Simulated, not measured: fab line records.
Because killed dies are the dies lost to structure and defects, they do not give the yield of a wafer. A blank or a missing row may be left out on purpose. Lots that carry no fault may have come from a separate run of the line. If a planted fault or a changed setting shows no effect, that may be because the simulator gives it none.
fab line records | flow berkeleyCmos170
[record] lots = 5 wafers = 27
route steps=331 shown ZERO@12 NWELL@27 M1@238 M2@289
startH: start of the lot's first displayed wafer, in hours after the record's first day | waitH: time in hours since the lot's previous step | " identical to the entry in the row above | L1.1+2: several wafers, shown together as one row | - value missing, or start not given | * or withheld: withheld | < > ~ a bound
route shown NAME@n: NAME is a module with steps in the file, n the number in the route of the first one | usual: mean/standard deviation taken from wafers without a fault | same: alike in all rows | chamber/n: place in a boat | sites: each site's reading | _std_site: the standard deviation of these | _edge_site: mean of outer sites minus mean of inner sites | radiusMm: how far each site lies from the wafer's centre | mask NAME#n: copy n | behind: the last tool/chamber to shape the wafer | hold: what put the lot on hold/how long, in hours/how the hold closed | device: the transistor (n, p or np) that didn't switch | end of line: tests run on the same wafers once the route is complete | step lacking rows: just its recipe | killed: dies that structure and defects cost at the first sort, which is not the same as the wafer's yield | map: a wafer's dies, marking killed ones x, the rest . and places with no die _
set.NAME: the setting the step ran with; set.NAME@STEP: the setting that earlier step ran with | model.NAME: the simulator's own value behind a step, which no gauge read
one table per step and one row per wafer, for lots whose settings were changed on purpose
[[steps]]
[step UCB170_ZERO_ETCH_06]
[recipe] chemistry = CHF3/CF4/Ar target = SiO2 timeS = 12 pressureMtorr = 100 rfW = 500 CHF3_flow_sccm = 50 cf4FlowSccm = 10 Ar_flow_sccm = 120 overEtchFrac = 1.58
[usual] oesProductAu = 0.615/0.01
// columns lot.wafer tool chamber startH waitH set.timeS oesProductAu
L075.1 rieDiel-04 2 23.13 - 12 0.610
L075.2 " 1 " " 14.67 0.596
L075.3 " 3 " " 14.67 0.582
L075.4 " 0 " " 14.67 0.595
L075.5 " 0 " " 12 0.620
L075.6 " 3 " " 12 0.608
L076.1 rieDiel-03 0 26.02 - 16.71 0.569
L076.2 " 2 " " 12 0.628
L076.3 " 1 " " 12 0.611
L076.4 " 3 " " 16.71 0.558
L076.5 " 1 " " 16.71 0.563
L076.6 " 0 " " 12 0.616
L079.1 rieDiel-03 2 44.65 - 12 0.632
L079.2 " 1 " " 13.82 0.590
L079.3 " 0 " " 12 0.607
L079.4 " 3 " " 13.82 0.586
L079.5 " 3 " " 12 0.600
L079.6 " 2 " " 13.82 0.602
L080.1 rieDiel-04 3 48.82 - 12 0.612
L080.2 " 1 " " 12 0.622
L080.5 " 3 " " 12 0.603
L083.1 rieDiel-03 0 61.38 - 8.449 0.715
L083.2 " 3 " " 12 0.604
L083.3 " 2 " " 12 0.629
L083.4 " 1 " " 8.449 0.708
L083.5 " 0 " " 8.449 0.710
L083.6 " 3 " " 12 0.600
[step UCB170_NWELL_ETCH_13]
[recipe] chemistry = CH3F/Ar/O2 target = Si3N4 stopOn = SiO2 CH3F_flow_sccm = 20 Ar_flow_sccm = 50 O2_flow_sccm = 7 pressureMtorr = 50 rfW = 450 targetDepthA = 2464 overEtchFrac = 0.1 timeS = 154
// columns lot.wafer tool chamber startH waitH set.timeS model.etch.depthNm model.KrF_of_NWELL_COAT_07.thkNm
L075.1 rieDiel-03 2 33.30 0.0 154 226.9 730
L075.2 " 1 " " 178.3 226.1 698.2
L075.3 " 3 " " 178.3 226.9 698.3
L075.4 " 0 " " 154 226 724.7
L075.5 " 2 " " 178.3 226.4 699.5
L075.6 " 3 " " 154 227.9 726
L076.1 rieDiel-03 1 35.31 0.0 154 222.7 726.4
L076.2 " 3 " " 154 221.6 724.8
L076.3 " 2 " " 105 169.3 781.2
L076.4 " 0 " " 105 - 777
L076.5 " 2 " " 154 - 727.2
L076.6 " 1 " " 105 - 780.2
L079.1 rieDiel-02 2 51.23 0.0 181.7 223.6 699.2
L079.2 " 0 " " 154 223.2 726.6
L079.3 " 3 " " 181.7 - 701.5
L079.4 " 1 " " 181.7 225 698.8
L079.5 " 2 " " 154 - 726.2
L079.6 " 3 " " 154 - 730.2
L080.1 rieDiel-03 0 60.13 0.0 154 224 720.8
L080.2 " 1 " " 154 225.9 722.6
L080.5 " 3 " " 154 225 722.2
L083.1 rieDiel-01 0 74.11 0.0 154 225.4 729.5
L083.2 " 1 " " 123 - 762.1
L083.3 " 3 " " 123 197.4 762.1
L083.4 " 2 " " 154 - 725.3
L083.5 " 1 " " 123 196.6 761.3
L083.6 " 2 " " 154 - 724.9
[step UCB170_NWELL_IMPLANT_14]
[recipe] species = P doseCm2 = 1e+13 energyKev = 150 tiltDeg = 7
[step UCB170_NWELL_STRIP_15]
[recipe] chemistry = O2 powerW = 400 pressureMtorr = 3500 platenTempC = withheld o2FlowSccm = 400 overashFraction = 0.5
[usual] stripTimeToEndpointS = 18.13/0.063
// columns lot.wafer tool chamber startH waitH set.timeS@NWELL_ETCH_13 stripTimeToEndpointS
L075.1 plasmaAsher-02 0 33.56 0.1 154 18.22
L075.2 " 1 " " 178.3 17.47
L075.3 " 1 " " 178.3 17.47
L075.4 " 0 " " 154 18.08
L075.5 " 1 " " 178.3 17.47
L075.6 " 0 " " 154 18.12
L076.1 plasmaAsher-02 1 35.56 0.1 154 18.13
L076.2 " 0 " " 154 18.09
L076.3 " 0 " " 105 19.44
L076.4 " 1 " " 105 19.34
L076.5 " 0 " " 154 18.14
L076.6 " 1 " " 105 19.41
L079.1 plasmaAsher-03 0 51.48 0.1 181.7 17.48
L079.2 " 1 " " 154 18.13
L079.3 " 0 " " 181.7 17.53
L079.4 " 1 " " 181.7 17.47
L079.5 " 0 " " 154 18.12
L079.6 " 1 " " 154 18.23
L080.1 plasmaAsher-01 1 60.38 0.1 154 17.99
L080.2 " 0 " " 154 18.04
L080.5 " 0 " " 154 18.04
L083.1 plasmaAsher-02 1 74.36 0.1 154 18.20
L083.2 " 0 " " 123 19.00
L083.3 " 0 " " 123 19.01
L083.4 " 1 " " 154 18.09
L083.5 " 0 " " 123 18.97
L083.6 " 1 " " 154 18.09
[step UCB170_M1_SPUTTER_00]
[recipe] material = Al targetThkNm = 600 timeS = 80 powerW = 6000 chamberPressurePa = 0.5
// columns lot.wafer tool chamber startH waitH set.timeS model.Al_of_M1_SPUTTER_00.thkNm
L076.1+2 pvdSputter-04 - 143.87 0.0 80 599.6
L076.3 " - " " 80 599.1
L076.4 " - " " 58.19 437
L076.5 " - " " 58.19 431.5
L076.6 " - " " 58.19 428.2
L075.1 pvdSputter-02 - 144.73 0.0 80 605.6
L075.2 " - " " 80 601.4
L075.3 " - " " 80 603.7
L075.4 " - " " 80 597
L075.5 " - " " 80 608.6
L075.6 " - " " 80 599.2
L079.1 pvdSputter-03 - 172.48 0.0 80 594.9
L079.2 " - " " 80 589.3
L079.3 " - " " 127 943.8
L079.4 " - " " 80 598.9
L079.5 " - " " 127 941
L079.6 " - " " 127 951.2
L080.1 pvdSputter-02 - 174.89 0.0 80 601.5
L080.2 " - " " 80 602.7
L080.5 " - " " 80 602.2
L083.1 pvdSputter-02 - 189.68 0.0 80 603.6
L083.2 " - " " 111.2 831.3
L083.3 " - " " 80 600.3
L083.4 " - " " 111.2 831.4
L083.5 " - " " 80 597.2
L083.6 " - " " 111.2 833.6
[step UCB170_M1_RS_MEAS_01]
[recipe] thkMeasGauge = four-point-probe reads = Al_of_M1_SPUTTER_00
[usual] M1_AL_RS = 0.0486/0.00042
// columns lot.wafer tool chamber startH waitH set.timeS@M1_SPUTTER_00 M1_AL_RS[ohm/sq]
L076.1 filmMetro-03 - 143.93 0.0 80 0.0486
L076.2 " - " " 80 0.0485
L076.3 " - " " 80 0.0486
L076.4 " - " " 58.19 0.0671
L076.5 " - " " 58.19 0.0681
L076.6 " - " " 58.19 0.0685
L075.1 filmMetro-02 - 144.79 0.0 80 0.0480
L075.2 " - " " 80 0.0484
L075.3 " - " " 80 0.0481
L075.4 " - " " 80 0.0487
L075.5 " - " " 80 0.0479
L075.6 " - " " 80 0.0486
L079.1 filmMetro-03 - 172.54 0.0 80 0.0491
L079.2 " - " " 80 0.0495
L079.3 " - " " 127 0.0306
L079.4 " - " " 80 0.0487
L079.5 " - " " 127 0.0308
L079.6 " - " " 127 0.0304
L080.1 filmMetro-04 - 174.95 0.0 80 0.0486
L080.2 " - " " 80 0.0483
L080.5 " - " " 80 0.0485
L083.1 filmMetro-03 - 189.74 0.0 80 0.0482
L083.2 " - " " 111.2 0.0349
L083.3 " - " " 80 0.0487
L083.4 " - " " 111.2 0.0349
L083.5 " - " " 80 0.0488
L083.6 " - " " 111.2 0.0348
[step UCB170_M1_THK_MEAS_02]
[recipe] thkMeasGauge = xrf reads = Al_of_M1_SPUTTER_00
[usual] M1_AL_THK = 608/5.5
// columns lot.wafer tool chamber startH waitH set.timeS@M1_SPUTTER_00 M1_AL_THK[nm]
L076.1 filmMetro-03 - 144.05 0.1 80 610
L076.2 " - " " 80 607
L076.3 " - " " 80 607
L076.4 " - " " 58.19 441
L076.5 " - " " 58.19 439
L076.6 " - " " 58.19 433
L075.1 filmMetro-02 - 144.91 0.1 80 613
L075.2 " - " " 80 612
L075.3 " - " " 80 610
L075.4 " - " " 80 604
L075.5 " - " " 80 617
L075.6 " - " " 80 607
L079.1 filmMetro-03 - 172.66 0.1 80 602
L079.2 " - " " 80 597
L079.3 " - " " 127 954
L079.4 " - " " 80 605
L079.5 " - " " 127 951
L079.6 " - " " 127 964
L080.1 filmMetro-04 - 175.07 0.1 80 607
L080.2 " - " " 80 607
L080.5 " - " " 80 604
L083.1 filmMetro-03 - 189.86 0.1 80 611
L083.2 " - " " 111.2 840
L083.3 " - " " 80 608
L083.4 " - " " 111.2 836
L083.5 " - " " 80 604
L083.6 " - " " 111.2 843
[step UCB170_M1_COAT_03]
[recipe] resist = BARC tempC = withheld timeS = withheld spinRpm = 3000 resistThkNm = withheld
[step UCB170_M1_COAT_04]
[recipe] resist = KrF spinRpm = 1500 resistThkNm = 900
[step UCB170_M1_ETCH_11]
[recipe] chemistry = N2/H2 targetDepthA = withheld overetchA = withheld target = BARC timeS = withheld sourceW = 500 biasW = 100 pressureMtorr = 30 n2FlowSccm = 100 h2FlowSccm = 200
[step UCB170_M1_METAL_ETCH_12]
[recipe] chemistry = Cl2/BCl3 target = Al stopOn = PSG pressureMtorr = 12 targetDepthA = 7800 overEtchFrac = 0.3 timeS = 130 icpW = 600 biasW = 118.7 Cl2_flow_sccm = 90 bcl3FlowSccm = 45
[usual] oesProductAu = 0.850/0.01
// columns lot.wafer tool chamber startH waitH set.timeS@M1_SPUTTER_00 oesProductAu
L076.1 rieMetal-01 1 145.50 - 80 0.848
L076.2 " 0 " " 80 0.855
L076.3 " 1 " " 80 0.848
L076.4 " 0 " " 58.19 0.730
L076.5 " 0 " " 58.19 0.720
L076.6 " 1 " " 58.19 0.709
L075.1 rieMetal-03 1 146.25 - 80 0.866
L075.2 " 0 " " 80 0.835
L075.3 " 0 " " 80 0.840
L075.4 " 1 " " 80 0.853
L075.5 " 1 " " 80 0.866
L075.6 " 0 " " 80 0.827
L079.1 rieMetal-04 0 174.07 - 80 0.825
L079.2 " 1 " " 80 0.851
L079.3 " 0 " " 127 0.972
L079.4 " 1 " " 80 0.864
L079.5 " 1 " " 127 0.997
L079.6 " 0 " " 127 0.967
L080.1 rieMetal-01 1 176.17 - 80 0.849
L080.2 " 0 " " 80 0.857
L080.5 " 1 " " 80 0.840
L083.1 rieMetal-01 1 191.08 - 80 0.846
L083.2 " 0 " " 111.2 0.976
L083.3 " 0 " " 80 0.856
L083.4 " 1 " " 111.2 0.985
L083.5 " 0 " " 80 0.850
L083.6 " 1 " " 111.2 0.974
[step UCB170_M2_METAL_ETCH_18]
[recipe] chemistry = Cl2/BCl3 target = Al stopOn = SiO2 pressureMtorr = 12 targetDepthA = 11700 overEtchFrac = 0.3 timeS = 195 icpW = 600 biasW = 120 Cl2_flow_sccm = 90 bcl3FlowSccm = 45
// columns lot.wafer tool chamber startH waitH set.timeS model.KrF_of_M2_COAT_10.thkNm model.M2.featureDepthNm model.SiO2_of_V1_CVD_00.thkNm
L076.1 rieMetal-02 1 157.62 - 310 0 992.5 898.2
L076.2 " 0 " " 310 0 994.3 898.8
L076.3 " 0 " " 195 214.4 960 939.4
L076.4 " 1 " " 195 206.6 961 938.7
L076.5 " 0 " " 310 0 999.5 898.2
L076.6 " 1 " " 195 207.2 959.5 938.1
L075.1 rieMetal-04 1 158.51 - 262.2 0 993.3 914.8
L075.2 " 0 " " 262.2 0 995.8 916.6
L075.3 " 0 " " 195 224.6 979.1 939.8
L075.4 " 1 " " 262.2 0 1001 915.3
L075.5 " 0 " " 195 217.7 971.3 940.8
L075.6 " 1 " " 195 222 974.7 940.7
L079.1 rieMetal-02 0 186.83 - 274.1 0 975.2 910.9
L079.2 " 1 " " 195 215 952.2 938.3
L079.3 " 1 " " 195 215.9 951.7 937.9
L079.4 " 0 " " 274.1 0 974.3 912
L079.5 " 0 " " 195 209.6 940.4 939.1
L079.6 " 1 " " 274.1 0 972.4 910.8
L080.1 rieMetal-03 1 186.93 - 195 231.5 946.5 939.8
L080.2 " 0 " " 195 217 953.5 940.1
L080.5 " 1 " " 195 235.6 948.2 940.3
L083.1 rieMetal-02 0 201.62 - 195 203.2 953.1 937.7
L083.2 " 1 " " 195 210.6 948.9 939.7
L083.3 " 1 " " 195 204.3 945.4 938.5
L083.4 " 0 " " 195 208.3 947.1 939.6
L083.5 " 1 " " 195 205.1 942.9 937.5
L083.6 " 0 " " 195 201 951 939.8
[step UCB170_M2_STRIP_19]
[recipe] chemistry = O2 powerW = 400 pressureMtorr = 3500 platenTempC = withheld o2FlowSccm = 400 overashFraction = 0.5
[usual] oesProductAu = 0.546/0.0092
// columns lot.wafer tool chamber startH waitH set.timeS@M2_METAL_ETCH_18 oesProductAu
L076.1 plasmaAsher-03 1 157.81 0.1 310 0.323
L076.2 " 0 " " 310 0.313
L076.3 " 1 " " 195 0.539
L076.4 " 0 " " 195 0.537
L076.5 " 0 " " 310 0.317
L076.6 " 1 " " 195 0.533
L075.1 plasmaAsher-03 1 158.70 0.1 262.2 0.314
L075.2 " 0 " " 262.2 0.314
L075.3 " 1 " " 195 0.556
L075.4 " 0 " " 262.2 0.312
L075.5 " 0 " " 195 0.549
L075.6 " 1 " " 195 0.558
L079.1 plasmaAsher-02 1 187.02 0.1 274.1 0.317
L079.2 " 0 " " 195 0.559
L079.3 " 1 " " 195 0.548
L079.4 " 0 " " 274.1 0.321
L079.5 " 0 " " 195 0.535
L079.6 " 1 " " 274.1 0.301
L080.1 plasmaAsher-04 1 187.11 0.1 195 0.564
L080.2 " 0 " " 195 0.547
L080.5 " 1 " " 195 0.565
L083.1 plasmaAsher-02 1 201.81 0.1 195 0.529
L083.2 " 0 " " 195 0.534
L083.3 " 0 " " 195 0.538
L083.4 " 1 " " 195 0.538
L083.5 " 1 " " 195 0.535
L083.6 " 0 " " 195 0.530
[step UCB170_M2_CD_MEAS_90]
[recipe] targetCdNm = 700
[usual] cdNm = 700.4/2
// columns lot.wafer tool chamber startH waitH set.timeS@M2_METAL_ETCH_18 cdNm
L076.1 cdSem-01 - 157.91 0.1 310 668.7
L076.2 " - " " 310 672.8
L076.3 " - " " 195 699.4
L076.4 " - " " 195 699.2
L076.5 " - " " 310 671.6
L076.6 " - " " 195 700.4
L075.1 cdSem-01 - 158.80 0.1 262.2 687.0
L075.2 " - " " 262.2 684.7
L075.3 " - " " 195 700.5
L075.4 " - " " 262.2 685.5
L075.5 " - " " 195 702.0
L075.6 " - " " 195 698.6
L079.1 cdSem-02 - 187.12 0.1 274.1 680.0
L079.2 " - " " 195 698.3
L079.3 " - " " 195 700.8
L079.4 " - " " 274.1 679.9
L079.5 " - " " 195 697.5
L079.6 " - " " 274.1 680.1
L080.1 cdSem-01 - 187.21 0.1 195 699.0
L080.2 " - " " 195 701.6
L080.5 " - " " 195 697.5
L083.1 cdSem-02 - 201.91 0.1 195 700.4
L083.2 " - " " 195 700.3
L083.3 " - " " 195 698.6
L083.4 " - " " 195 700.7
L083.5 " - " " 195 702.7
L083.6 " - " " 195 698.2
[[key]]
[split] step = UCB170_ZERO_ETCH_06 setting = timeS stated = 12 by = wafer
[response] step = UCB170_ZERO_ETCH_06 reading = oesProductAu change = -0.00188 per = 1% r = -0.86
[split] step = UCB170_NWELL_ETCH_13 setting = timeS stated = 154 by = wafer
[response] step = UCB170_NWELL_ETCH_13 reading = model.etch.depthNm shape = bent atLowest = 169.3 atStated = 224.9 atHighest = 224.3
[response] step = UCB170_NWELL_ETCH_13 reading = model.KrF_of_NWELL_COAT_07.thkNm change = -1.69 per = 1% r = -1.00
[response] step = UCB170_NWELL_STRIP_15 reading = stripTimeToEndpointS change = * per = 1% r = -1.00
[split] step = UCB170_M1_SPUTTER_00 setting = timeS stated = 80 by = wafer
[response] step = UCB170_M1_SPUTTER_00 reading = model.Al_of_M1_SPUTTER_00.thkNm change = +5.99 per = 1% r = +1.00
[response] step = UCB170_M1_RS_MEAS_01 reading = M1_AL_RS shape = bent atLowest = 0.0679 atStated = 0.0485 atHighest = 0.0306
[response] step = UCB170_M1_THK_MEAS_02 reading = M1_AL_THK change = +6.04 per = 1% r = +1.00
[response] step = UCB170_M1_METAL_ETCH_12 reading = oesProductAu change = +0.00285 per = 1% r = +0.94
[split] step = UCB170_M2_METAL_ETCH_18 setting = timeS stated = 195 by = wafer
[response] step = UCB170_M2_METAL_ETCH_18 reading = model.KrF_of_M2_COAT_10.thkNm change = -4.54 per = 1% r = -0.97
[response] step = UCB170_M2_METAL_ETCH_18 reading = model.M2.featureDepthNm change = +0.615 per = 1% r = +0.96
[response] step = UCB170_M2_METAL_ETCH_18 reading = model.SiO2_of_V1_CVD_00.thkNm change = -0.688 per = 1% r = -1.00
[response] step = UCB170_M2_STRIP_19 reading = oesProductAu change = -0.00486 per = 1% r = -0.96
[response] step = UCB170_M2_CD_MEAS_90 reading = cdNm change = -0.469 per = 1% r = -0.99
